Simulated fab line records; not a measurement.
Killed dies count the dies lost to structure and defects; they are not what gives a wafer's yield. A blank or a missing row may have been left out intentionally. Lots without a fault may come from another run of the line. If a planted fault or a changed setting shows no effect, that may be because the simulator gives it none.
2 desks looking at one fault ; flow berkeley cmos170 ; numbers are kept per desk, each desk with only its own; the story behind them comes last

## DESK OF THE TOOL OWNER: furnace-04
The tool's own readings at UCB170_WELLDRIVE_ANNEAL_03 (time 900 s): means of the sampled wafers that have a number, for each lot that ran on this tool. If a lot's mean is further than 4 standard deviations from the usual mean, the lot is out of limits and carries the mark OUT (the distance appears in the brackets).
Columns: A = spike tc centre C at UCB170_WELLDRIVE_ANNEAL_03, usual 1103.1 C; B = spike tc load C at UCB170_WELLDRIVE_ANNEAL_03, usual 1131 C; C = spike tc source C at UCB170_WELLDRIVE_ANNEAL_03, usual 1127.6 C; D = tube center temp C at UCB170_WELLDRIVE_ANNEAL_03, usual 1100 C; E = tube_center_temp_C_max at UCB170_WELLDRIVE_ANNEAL_03, usual 1102.8
lot;first seen here;A;B;C;D;E
L161;day 4 20:47;1101.9;1126;1125.6;1100;1103.6
L168;day 6 03:02;1101.8;1125;1124.9;1100;1102.9
L169;day 6 11:42;1121.5 (+13) OUT;1147 (+5.1) OUT;1146.9 (+7.4) OUT;1120 (+99 or more) OUT;1122.9 (+43) OUT
L170;day 6 11:42;1122.1 (+14) OUT;1146 (+4.8) OUT;1146.1 (+7.1) OUT;1120 (+99 or more) OUT;1122.4 (+42) OUT
This desk's verdict: out of limits on L169, L170, starting with L169 at day 6 11:42 (spike tc centre C at UCB170_WELLDRIVE_ANNEAL_03). L161, L168 stayed within limits.

## METROLOGY DESK
Lot by lot, what the gauges showed, no matter which tool ran the lot: averages of those sampled wafers that carry a number. If a lot's mean is further than 4 standard deviations from the usual mean, the lot is out of limits and carries the mark OUT (the distance appears in the brackets).
Columns: A = PWELL_OVL at UCB170_PWELL_OVL_MEAS_13, usual 5 nm; B = PWELL_TW at UCB170_PWELL_TW_MEAS_17, usual 375.7; C = WELLDRIVE_OXIDE_THK at UCB170_WELLDRIVE_THK_MEAS_02, usual 198 nm
lot;first seen here;A;B;C
L161;day 4 03:07;6;372.1;200
L168;day 5 08:48;10;378.4;193
L170;day 5 18:15;7;376.4;195
L169;day 5 18:31;1;375.5;193
L178;day 7 13:52;16;376.6;202
L181;day 8 05:43;10;376.7;198
This desk found nothing out of limits on any of the 6 lots.

## ALL TOGETHER
At day 6 11:42, on L169, L170, the tool owner's desk was in a position to raise an alarm.
Nothing out of limits was seen by the metrology desk.
The metrology desk holds a record of L169, L170, inside its limits.
On furnace-04, each named lot ran UCB170_WELLDRIVE_ANNEAL_03.

## WHAT HAD BEEN PUT IN BY THE SIMULATOR
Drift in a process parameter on furnace-04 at UCB170_WELLDRIVE_ANNEAL_03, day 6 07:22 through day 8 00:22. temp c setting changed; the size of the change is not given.
Shown lots that were struck: L169, L170.
Each desk's first reading out of limits, in hours after the fault started: the tool owner's desk, 4.
